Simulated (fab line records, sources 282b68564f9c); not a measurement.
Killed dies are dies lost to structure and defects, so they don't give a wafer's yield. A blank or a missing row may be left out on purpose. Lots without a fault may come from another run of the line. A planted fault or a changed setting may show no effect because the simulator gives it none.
fab line records | flow rit_cmos
record lots=6 wafers=18 last_day=6
route steps=202 shown SPACER@127 NSD@131 PSD@142 SDANNEAL@153 PLDD@159 M1@202
lots that met no fault: from a run of the same line without faults
start_h: hours from the record's first day to the start of the lot's first wafer shown | wait_h: hours since the lot's step before | " the same as in the row above | L1.1+2: a row that stands for several wafers | - no value, or no start given | * or withheld: withheld | < > ~ a bound
route shown NAME@n: a module of which the file shows steps, and the number in the route of the first | usual: mean/standard deviation of fault-free wafers | same: alike in all rows | chamber/n: place in a boat | sites: the reading at each site | _std_site: their standard deviation | _edge_site: outer sites' mean less inner sites' | radius_mm: how far each site lies from the wafer's centre | mask NAME#n: copy n | behind: the tool/chamber that last shaped the wafer | hold: why the lot was held/for how many hours/how that ended | device: the transistor (n, p or np) that didn't switch | end of line: the same wafers' tests at the end of the route | a step without rows: its recipe alone | killed: dies lost to structure and defects at the first sort, not the wafer's yield | map: a wafer's dies, x killed, . not, _ none there
set.NAME: the setting as run; set.NAME@STEP: as run at that earlier step | model.NAME: the simulator's own value behind a step, which no gauge read
lots at some steps of the route; a table a step, a row a wafer
services: from which hour (start_h, from the record's first day; less than 0 if before it) a tool's chamber was out of use, for how many hours, and why
## steps
# step RIT_SPACER_CLEAN_02
# recipe chemistry=SC2 mix=3:3:50 time_s=600 temp_c=75 dry=n2_spin
# step RIT_SPACER_CVD_03
# recipe material=Si3N4 target_thk_nm=250 temp_c=810 precursor=SiH2Cl2/NH3 time_s=3300 pressure_mtorr=300 sih2cl2_flow_sccm=60 nh3_flow_sccm=150
# step RIT_SPACER_THK_MEAS_04
# recipe reads=Si3N4_of_SPACER_CVD_03
# usual SPACER_NITRIDE_THK=250.1/2.6
# columns lot.wafer tool chamber start_h wait_h SPACER_NITRIDE_THK[nm]
L772.1 film_metro-03 - 76.93 0.0 249.0
L772.2 " - " " 249.5
L772.3 " - " " 250.8
L773.2 film_metro-02 - 81.10 0.0 255.3
L773.4 " - " " 255.3
L773.5 " - " " 255.2
L776.1 film_metro-04 - 102.10 0.0 246.9
L776.2 " - " " 248.0
L776.3 " - " " 248.0
L780.4 film_metro-03 - 121.79 0.0 245.8
L780.5 " - " " 245.3
L780.6 " - " " 245.0
L781.1 film_metro-04 - 125.80 0.0 250.0
L781.4 " - " " 249.9
L781.5 " - " " 252.0
L784.1 film_metro-02 - 136.97 0.0 249.6
L784.3 " - " " 247.7
L784.5 " - " " 249.9
# step RIT_SPACER_ETCHBACK_05
# recipe target_depth_a=2500 SF6_flow_sccm=30 CHF3_flow_sccm=30 target=Si3N4 chemistry=SF6/CHF3 pressure_mtorr=40 rf_w=250 time_s=240 stop_on=SiO2
# usual drypump_motor_current_A=5.5/0.51 oes_product_au=0.842/0.016 throttle_valve_pct=10.26/0.12
# columns lot.wafer tool chamber start_h wait_h drypump_motor_current_A oes_product_au rf_hours_counter_h throttle_valve_pct
L772.1 rie_diel-01 1 76.99 0.1 6.1 0.816 137 10.07
L772.2 " 0 " " 5.9 0.841 89 10.22
L772.3 " 2 " " 5.4 0.840 8 10.29
L773.2 rie_diel-02 2 81.15 0.0 5.2 0.859 118 10.26
L773.4 " 1 " " 6.2 0.863 159 10.09
L773.5 " 2 " " 5.2 0.863 - 10.25
L776.1 rie_diel-01 1 102.16 0.1 6.1 0.810 137 10.09
L776.2 " 3 " " 4.6 0.838 115 10.41
L776.3 " 0 " " 5.9 0.827 90 10.21
L780.4 rie_diel-02 2 121.82 0.0 5.2 0.834 119 10.25
L780.5 " 2 " " 5.2 0.848 - 10.26
L780.6 " 3 " " 5.0 0.863 - 10.25
L781.1 rie_diel-01 3 125.86 0.1 4.6 0.828 115 10.40
L781.4 " 0 " " 5.9 0.828 90 10.21
L781.5 " 3 " " 4.6 0.841 - 10.40
L784.1 rie_diel-01 0 137.03 0.1 5.9 0.839 90 10.23
L784.3 " 2 " " 5.4 0.835 10 10.30
L784.5 " 3 " " 4.6 0.837 - 10.42
# step RIT_NSD_HMDS_00
# recipe prime_time_s=60 prime_temp_c=140
# step RIT_NSD_COAT_01
# recipe resist=NOVOLAK spin_rpm=3250 resist_thk_nm=1000
# step RIT_NSD_SOFTBAKE_02
# recipe resist=NOVOLAK temp_c=90 time_s=60
# step RIT_NSD_EXPOSE_03
# recipe mask_id=M9 na=0.57 target_cd_nm=40700 dose_mj=250
# step RIT_NSD_PEB_04
# recipe resist=NOVOLAK temp_c=withheld time_s=withheld
# step RIT_NSD_DEVELOP_05
# recipe resist=NOVOLAK develop_time_s=50 dev_temp_c=23
# step RIT_NSD_OVL_MEAS_06
# usual NSD_OVL=-0.3/1.5
# columns lot.wafer tool chamber start_h wait_h NSD_OVL[nm]
L772.1 overlay-01 - 78.12 - 1.7
L772.2 " - " " 3.0
L772.3 " - " " 0.9
L773.2 overlay-01 - 82.28 - -0.7
L773.4 " - " " -0.6
L773.5 " - " " -3.5
L776.1 overlay-02 - 103.16 - -1.5
L776.2 " - " " -1.4
L776.3 " - " " 0.0
L780.4 overlay-01 - 123.12 - -0.5
L780.5 " - " " -1.3
L780.6 " - " " -0.9
L781.1 overlay-01 - 126.92 - 1.9
L781.4 " - " " 0.1
L781.5 " - " " -1.3
L784.1 overlay-01 - 138.16 - 0.6
L784.3 " - " " 0.6
L784.5 " - " " 2.4
# step RIT_NSD_HARDBAKE_07
# recipe resist=NOVOLAK temp_c=140 time_s=60
# step RIT_NSD_IMPLANT_08
# recipe species=P energy_kev=25 dose_cm2=1e+15 tilt_deg=7
# usual dose_ions_cm2=9.998e+14/1.2e+12 faraday_current_uA=3132/60
# columns lot.wafer tool chamber start_h wait_h dose_ions_cm2 faraday_current_uA
L772.1 implanter-02 0 78.30 0.1 9.988e+14 3176
L772.2 " 0 " " 1.0019e+15 3097
L772.3 " 0 " " 1.0007e+15 3055
L773.2 implanter-01 0 82.48 0.1 9.993e+14 3213
L773.4 " 0 " " 1e+15 3206
L773.5 " 0 " " 9.988e+14 3185
L776.1 implanter-03 0 103.34 0.1 9.991e+14 3216
L776.2 " 0 " " 9.992e+14 3147
L776.3 " 0 " " 1.0009e+15 3112
L780.4 implanter-01 0 123.36 0.1 9.314e+14 2917
L780.5 " 0 " " 9.323e+14 2921
L780.6 " 0 " " 9.311e+14 2915
L781.1 implanter-03 0 127.10 0.1 9.989e+14 3088
L781.4 " 0 " " 9.996e+14 3054
L781.5 " 0 " " 1.0007e+15 3159
L784.1 implanter-01 0 138.35 0.1 9.329e+14 2987
L784.3 " 0 " " 9.324e+14 2929
L784.5 " 0 " " 9.32e+14 2892
# step RIT_NSD_STRIP_09
# recipe chemistry=O2 time_s=180 resist=NOVOLAK platen_temp_c=withheld power_w=500 pressure_mtorr=4000 o2_flow_sccm=4000
# usual drypump_motor_current_A=5.42/0.23
# columns lot.wafer tool chamber start_h wait_h drypump_motor_current_A rf_hours_counter_h
L772.1 plasma_asher-02 0 78.45 0.1 5.40 29
L772.2 " 1 " " 5.46 29
L772.3 " 0 " " 5.40 -
L773.2 plasma_asher-01 0 82.61 0.1 5.30 43
L773.4 " 0 " " 5.33 -
L773.5 " 1 " " 5.27 -
L776.1 plasma_asher-04 1 103.49 0.1 5.20 45
L776.2 " 0 " " 5.91 45
L776.3 " 0 " " 5.93 -
L780.4 plasma_asher-04 1 123.49 0.1 5.18 -
L780.5 " 1 " " 5.20 -
L780.6 " 0 " " 5.93 -
L781.1 plasma_asher-02 1 127.25 0.1 5.38 35
L781.4 " 0 " " 5.36 -
L781.5 " 1 " " 5.44 -
L784.1 plasma_asher-02 1 138.50 0.1 5.41 36
L784.3 " 1 " " 5.43 -
L784.5 " 0 " " 5.37 -
# step RIT_NSD_TW_MEAS_10
# usual NSD_TW=3101/46
# columns lot.wafer tool chamber start_h wait_h NSD_TW
L772.1 film_metro-04 - 78.63 0.1 3172
L772.2 " - " " 3150
L772.3 " - " " 3177
L773.2 film_metro-04 - 82.79 0.1 3175
L773.4 " - " " 3154
L773.5 " - " " 3166
L776.1 film_metro-01 - 103.67 0.1 3064
L776.2 " - " " 3061
L776.3 " - " " 3055
L780.4 film_metro-04 - 123.64 0.1 3087
L780.5 " - " " 3078
L780.6 " - " " 3084
L781.1 film_metro-01 - 127.43 0.1 3026
L781.4 " - " " 3038
L781.5 " - " " 3018
L784.1 film_metro-02 - 138.67 0.1 3067
L784.3 " - " " 3043
L784.5 " - " " 3058
# step RIT_PSD_HMDS_00
# recipe prime_time_s=60 prime_temp_c=140
# step RIT_PSD_COAT_01
# recipe resist=NOVOLAK spin_rpm=3250 resist_thk_nm=1000
# step RIT_PSD_SOFTBAKE_02
# recipe resist=NOVOLAK temp_c=90 time_s=60
# step RIT_PSD_EXPOSE_03
# recipe mask_id=M10 na=0.57 target_cd_nm=40900 dose_mj=250
# step RIT_PSD_PEB_04
# recipe resist=NOVOLAK temp_c=withheld time_s=withheld
# step RIT_PSD_DEVELOP_05
# recipe resist=NOVOLAK develop_time_s=50 dev_temp_c=23
# step RIT_PSD_OVL_MEAS_06
# usual PSD_OVL=-0.6/1.6
# columns lot.wafer tool chamber start_h wait_h PSD_OVL[nm]
L772.1 overlay-02 - 79.66 - -0.5
L772.2 " - " " -1.3
L772.3 " - " " -0.1
L773.2 overlay-01 - 83.70 - -2.5
L773.4 " - " " -4.1
L773.5 " - " " -3.9
L776.1 overlay-01 - 104.58 - 1.0
L776.2 " - " " -2.1
L776.3 " - " " -0.5
L780.4 overlay-02 - 124.54 - -0.8
L780.5 " - " " -3.0
L780.6 " - " " -2.4
L781.1 overlay-01 - 128.46 - -0.3
L781.4 " - " " 1.6
L781.5 " - " " -0.1
L784.1 overlay-01 - 139.71 - -0.1
L784.3 " - " " 2.5
L784.5 " - " " 0.8
# step RIT_PSD_HARDBAKE_07
# recipe resist=NOVOLAK temp_c=140 time_s=60
# step RIT_PSD_IMPLANT_08
# recipe species=BF2 energy_kev=27 dose_cm2=5e+15 tilt_deg=7
# step RIT_PSD_STRIP_09
# recipe chemistry=O2 time_s=180 resist=NOVOLAK platen_temp_c=withheld power_w=500 pressure_mtorr=4000 o2_flow_sccm=4000
# usual drypump_motor_current_A=5.5/0.36
# columns lot.wafer tool chamber start_h wait_h drypump_motor_current_A rf_hours_counter_h
L772.1 plasma_asher-03 1 80.00 0.1 5.0 44
L772.2 " 0 " " 5.9 44
L772.3 " 1 " " 5.0 -
L773.2 plasma_asher-04 1 84.03 0.1 5.2 43
L773.4 " 0 " " 5.9 -
L773.5 " 1 " " 5.2 -
L776.1 plasma_asher-04 1 104.92 0.1 5.2 45
L776.2 " 0 " " 5.9 45
L776.3 " 0 " " 6.0 -
L780.4 plasma_asher-01 1 125.03 0.1 5.2 -
L780.5 " 0 " " 5.3 -
L780.6 " 1 " " 5.2 -
L781.1 plasma_asher-01 0 128.80 0.1 5.3 1
L781.4 " 0 " " 5.3 -
L781.5 " 1 " " 5.2 -
L784.1 plasma_asher-03 1 140.04 0.1 5.0 51
L784.3 " 1 " " 5.0 -
L784.5 " 1 " " 5.0 -
# step RIT_PSD_TW_MEAS_10
# usual PSD_TW=3406/50
# columns lot.wafer tool chamber start_h wait_h PSD_TW
L772.1 film_metro-01 - 80.17 0.1 3372
L772.2 " - " " 3367
L772.3 " - " " 3363
L773.2 film_metro-04 - 84.21 0.1 3484
L773.4 " - " " 3486
L773.5 " - " " 3475
L776.1 film_metro-01 - 105.09 0.1 3361
L776.2 " - " " 3368
L776.3 " - " " 3374
L780.4 film_metro-02 - 125.18 0.1 3419
L780.5 " - " " 3420
L780.6 " - " " 3421
L781.1 film_metro-04 - 128.97 0.1 3461
L781.4 " - " " 3464
L781.5 " - " " 3461
L784.1 film_metro-01 - 140.22 0.1 3317
L784.3 " - " " 3316
L784.5 " - " " 3342
# step RIT_SDANNEAL_CLEAN_00
# recipe chemistry=SC1 mix=3:3:50 time_s=600 temp_c=75
# step RIT_SDANNEAL_CLEAN_01
# recipe chemistry=dHF dilution=50:1 time_s=30
# step RIT_SDANNEAL_CLEAN_02
# recipe chemistry=SC2 mix=3:3:50 time_s=600 temp_c=75 dry=n2_spin
# step RIT_SDANNEAL_RTA_03
# recipe temp_c=1050 time_s=5 idle_temp_c=600 ramp_up_c_per_s=342 ramp_down_c_per_s=171 cool_to_c=600 ambient=N2
# usual chamber_o2_ppm=2.004/0.021 wafer_temp_C_max=1053.3/1.1
# columns lot.wafer tool chamber start_h wait_h chamber_o2_ppm wafer_temp_C_max
L772.1 rtp_anneal-02 0 80.60 0.0 2.019 1054.2
L772.2 " 0 " " 1.984 1052.3
L772.3 " 0 " " 1.990 1052.8
L773.2 rtp_anneal-02 0 84.66 0.0 1.992 1052.4
L773.4 " 0 " " 2.000 1055.1
L773.5 " 0 " " 1.995 1052.5
L776.1 rtp_anneal-02 0 105.52 0.0 2.034 1052.6
L776.2 " 0 " " 2.000 1053.5
L776.3 " 0 " " 1.978 1052.2
L780.4 rtp_anneal-02 0 125.64 0.0 2.018 1054.2
L780.5 " 0 " " 2.015 1053.5
L780.6 " 0 " " 2.026 1051.8
L781.1 rtp_anneal-02 0 129.43 0.0 1.997 1052.4
L781.4 " 0 " " 1.990 1053.6
L781.5 " 0 " " 2.001 1052.5
L784.1 rtp_anneal-02 0 140.64 0.0 2.027 1054.2
L784.3 " 0 " " 2.013 1054.2
L784.5 " 0 " " 2.005 1053.4
# step RIT_SDANNEAL_RS_MEAS_04
# recipe thk_meas_gauge=four-point-probe
# usual PSD_RS=115.7/0.31
# columns lot.wafer tool chamber start_h wait_h PSD_RS[ohm/sq]
L772.1 film_metro-04 - 80.66 0.0 115.8
L772.2 " - " " 115.9
L772.3 " - " " 116.1
L773.2 film_metro-01 - 84.72 0.1 116.1
L773.4 " - " " 116.4
L773.5 " - " " 116.4
L776.1 film_metro-01 - 105.58 0.0 115.5
L776.2 " - " " 115.8
L776.3 " - " " 115.5
L780.4 film_metro-02 - 125.73 0.1 115.2
L780.5 " - " " 115.8
L780.6 " - " " 116.1
L781.1 film_metro-01 - 129.49 0.0 115.9
L781.4 " - " " 115.5
L781.5 " - " " 115.9
L784.1 film_metro-02 - 140.70 0.0 115.6
L784.3 " - " " 116.0
L784.5 " - " " 115.9
# step RIT_SDANNEAL_RS_MEAS_05
# recipe thk_meas_gauge=four-point-probe
# usual NSD_RS=84.5/0.32
# columns lot.wafer tool chamber start_h wait_h NSD_RS[ohm/sq]
L772.1 film_metro-04 - 80.78 0.1 83.9
L772.2 " - " " 83.9
L772.3 " - " " 84.2
L773.2 film_metro-01 - 84.84 0.1 85.1
L773.4 " - " " 85.0
L773.5 " - " " 85.2
L776.1 film_metro-01 - 105.70 0.1 84.2
L776.2 " - " " 84.5
L776.3 " - " " 84.3
L780.4 film_metro-02 - 125.85 0.1 89.5
L780.5 " - " " 89.5
L780.6 " - " " 89.4
L781.1 film_metro-01 - 129.61 0.1 84.2
L781.4 " - " " 84.8
L781.5 " - " " 84.2
L784.1 film_metro-02 - 140.82 0.1 89.2
L784.3 " - " " 89.6
L784.5 " - " " 88.9
# step RIT_SDANNEAL_RS_MEAS_06
# recipe thk_meas_gauge=four-point-probe
# usual PLDD_RS=178.4/0.54
# columns lot.wafer tool chamber start_h wait_h PLDD_RS[ohm/sq]
L772.1 film_metro-04 - 80.90 0.1 178.3
L772.2 " - " " 178.6
L772.3 " - " " 178.5
L773.2 film_metro-01 - 84.96 0.1 179.0
L773.4 " - " " 179.0
L773.5 " - " " 179.3
L776.1 film_metro-01 - 105.82 0.1 179.0
L776.2 " - " " 178.9
L776.3 " - " " 179.3
L780.4 film_metro-02 - 125.97 0.1 178.1
L780.5 " - " " 179.0
L780.6 " - " " 179.1
L781.1 film_metro-01 - 129.73 0.1 178.0
L781.4 " - " " 178.1
L781.5 " - " " 178.6
L784.1 film_metro-02 - 140.94 0.1 178.4
L784.3 " - " " 178.8
L784.5 " - " " 177.8
# step RIT_M1_PROBE_99
# usual killed_at_contacts=0.1/0.31 killed_at_front_end=6.8/2.7 killed_dies=6.9/2.7 killed_open=3.3/1.8 killed_short=3.5/1.8
# same gross_dies=264 killed_at_M0_to_M3=0 killed_at_M4_up=0 killed_at_back_side=0 killed_at_other=0
# columns lot.wafer tool chamber start_h wait_h killed_at_contacts killed_at_front_end killed_dies killed_open killed_short model.etest.contact_nplus.end_ohm_um
L772.1 prober-01 - 90.11 0.1 0 5 5 4 1 41.15
L772.2 prober-01 - 90.16 0.1 0 5 5 1 4 41.21
L772.3 prober-01 - 90.21 0.2 0 7 7 2 5 42.24
L773.2 prober-02 - 92.11 0.1 1 5 6 3 3 43.45
L773.4 prober-02 - 92.21 0.2 1 2 3 0 3 41.56
L773.5 prober-02 - 92.26 0.2 0 7 7 3 4 41.97
L776.1 prober-02 - 113.56 0.1 0 11 11 5 6 40.6
L776.2 prober-02 - 113.61 0.1 0 7 7 2 5 41.84
L776.3 prober-02 - 113.66 0.2 0 7 7 4 3 40.86
L780.4 prober-02 - 134.59 0.2 0 8 8 2 6 47.96
L780.5 prober-02 - 134.64 0.2 0 10 10 4 6 45.36
L780.6 prober-02 - 134.69 0.2 0 6 6 0 6 45.8
L781.1 prober-01 - 137.10 0.1 0 7 7 5 2 41.47
L781.4 prober-01 - 137.25 0.2 1 6 7 3 4 41.16
L781.5 prober-01 - 137.30 0.2 0 10 10 5 5 40.1
L784.1 prober-02 - 148.24 0.1 0 5 5 2 3 45.05
L784.3 prober-02 - 148.34 0.2 1 3 4 3 1 47.31
L784.5 prober-02 - 148.44 0.2 1 9 10 5 4 46.39
# killed by level:class
L772.1 FOX1:geometric_particle:open=2 GATE:geometric_particle:open=2 GATE:geometric_particle:short=1
L772.2 SILICIDE:geometric_particle:short=2 FOX1:geometric_particle:short=1 GATE:geometric_particle:open=1 SPACER:geometric_particle:short=1
L772.3 FOX1:geometric_particle:short=4 GATE:geometric_particle:short=1 GATE:geometric_particle:open=1 SPACER:geometric_particle:open=1
L773.2 GATE:geometric_particle:short=1 GATE:geometric_particle:open=1 REOX:geometric_particle:short=1 REOX:geometric_particle:open=1 SILICIDE:geometric_particle:open=1 CONTACT:geometric_particle:short=1
L773.4 FOX1:geometric_particle:short=1 REOX:geometric_particle:short=1 CONTACT:geometric_particle:short=1
L773.5 SILICIDE:geometric_particle:short=2 FOX1:geometric_particle:open=1 GATE:geometric_particle:short=1 REOX:geometric_particle:open=1 REOX:geometric_particle:short=1 SPACER:geometric_particle:open=1
L776.1 GATE:geometric_particle:short=5 GATE:geometric_particle:open=2 FOX1:geometric_particle:short=1 FOX1:geometric_particle:open=1 FOX2:geometric_particle:open=1 REOX:geometric_particle:open=1
L776.2 SILICIDE:geometric_particle:short=2 FOX2:geometric_particle:short=1 GATE:geometric_particle:short=1 REOX:geometric_particle:open=1 SPACER:geometric_particle:short=1 SILICIDE:geometric_particle:open=1
L776.3 GATE:geometric_particle:open=3 GATE:geometric_particle:short=2 FOX1:geometric_particle:short=1 SPACER:geometric_particle:open=1
L780.4 GATE:geometric_particle:short=2 SILICIDE:geometric_particle:short=2 GATE:geometric_particle:open=1 REOX:geometric_particle:short=1 SPACER:geometric_particle:short=1 SPACER:geometric_particle:open=1
L780.5 SPACER:geometric_particle:short=3 GATE:geometric_particle:short=2 GATE:geometric_particle:open=2 SPACER:geometric_particle:open=2 FOX1:geometric_particle:short=1
L780.6 GATE:geometric_particle:short=3 SPACER:geometric_particle:short=3
L781.1 GATE:geometric_particle:short=2 REOX:geometric_particle:open=2 SPACER:geometric_particle:open=2 GATE:geometric_particle:open=1
L781.4 GATE:geometric_particle:short=2 FOX1:geometric_particle:open=1 GATE:geometric_particle:open=1 REOX:geometric_particle:short=1 SPACER:geometric_particle:short=1 CONTACT:geometric_particle:open=1
L781.5 FOX1:geometric_particle:short=2 SPACER:geometric_particle:short=2 SPACER:geometric_particle:open=2 GATE:geometric_particle:open=1 GATE:geometric_particle:short=1 REOX:geometric_particle:open=1 SILICIDE:geometric_particle:open=1
L784.1 FOX1:geometric_particle:open=2 REOX:geometric_particle:short=2 FOX1:geometric_particle:short=1
L784.3 FOX2:geometric_particle:open=1 GATE:geometric_particle:open=1 REOX:geometric_particle:short=1 CONTACT:geometric_particle:open=1
L784.5 GATE:geometric_particle:open=2 SPACER:geometric_particle:short=2 ACTIVE:geometric_particle:open=1 FOX1:geometric_particle:open=1 GATE:geometric_particle:short=1 REOX:geometric_particle:open=1 REOX:geometric_particle:short=1 CONTACT:coat_microbubble_printed=1
## services
# columns tool chamber start_h hours kind
rie_diel-01 3 73.26 4.4 repair
rie_diel-02 1 93.04 - clean
rie_diel-02 1 93.04 23.1 scheduled_down
rie_diel-02 1 93.04 23.1 vent_cycle
rie_diel-02 3 94.80 23.1 repair
rie_diel-02 - 106.12 14.6 pm
plasma_asher-01 - 108.75 9.0 pm
plasma_asher-01 0 108.75 9.0 vent_cycle
plasma_asher-01 1 108.75 9.0 vent_cycle
plasma_asher-04 - 116.28 1.5 repair
implanter-03 - 116.40 1.4 repair
plasma_asher-01 0 117.75 - clean
plasma_asher-01 1 117.75 - clean
implanter-02 - 119.19 3.6 repair
implanter-03 - 137.17 4.1 pm
## key
first_sign step=RIT_NSD_IMPLANT_08 reading=dose_ions_cm2 direction=down sigmas=59 usual=9.998e+14 struck=9.32e+14
effect step=RIT_NSD_IMPLANT_08 reading=faraday_current_uA direction=down sigmas=3.4 usual=3132 struck=2927
effect step=RIT_SDANNEAL_RS_MEAS_05 reading=NSD_RS direction=up sigmas=15 usual=84.5 struck=89.4
model_effect step=RIT_M1_PROBE_99 value=etest.contact_nplus.end_ohm_um without=41.96 struck=46.31
met_at RIT_NSD_IMPLANT_08
struck_wafers L780.4,L780.5,L780.6,L784.1,L784.3,L784.5
tester_left_out L780,L784
onset_between 82.48 123.36
fault kind=process_parameter_drift tool=implanter-01 chamber=- onset_h=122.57 steps=RIT_NSD_IMPLANT_08 channel=dose_cm2 offset=-6.6826e+13 shape=step end_h=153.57 acts_in=these_recipes_only stated=1e+15
# tester_left_out: of these lots the tester's yield and bins aren't shown, on N5 and GAA mostly nor the transistor test; their killed dies are dies lost to structure and defects alone, not to doping, threshold or leakage, so they don't give the yield
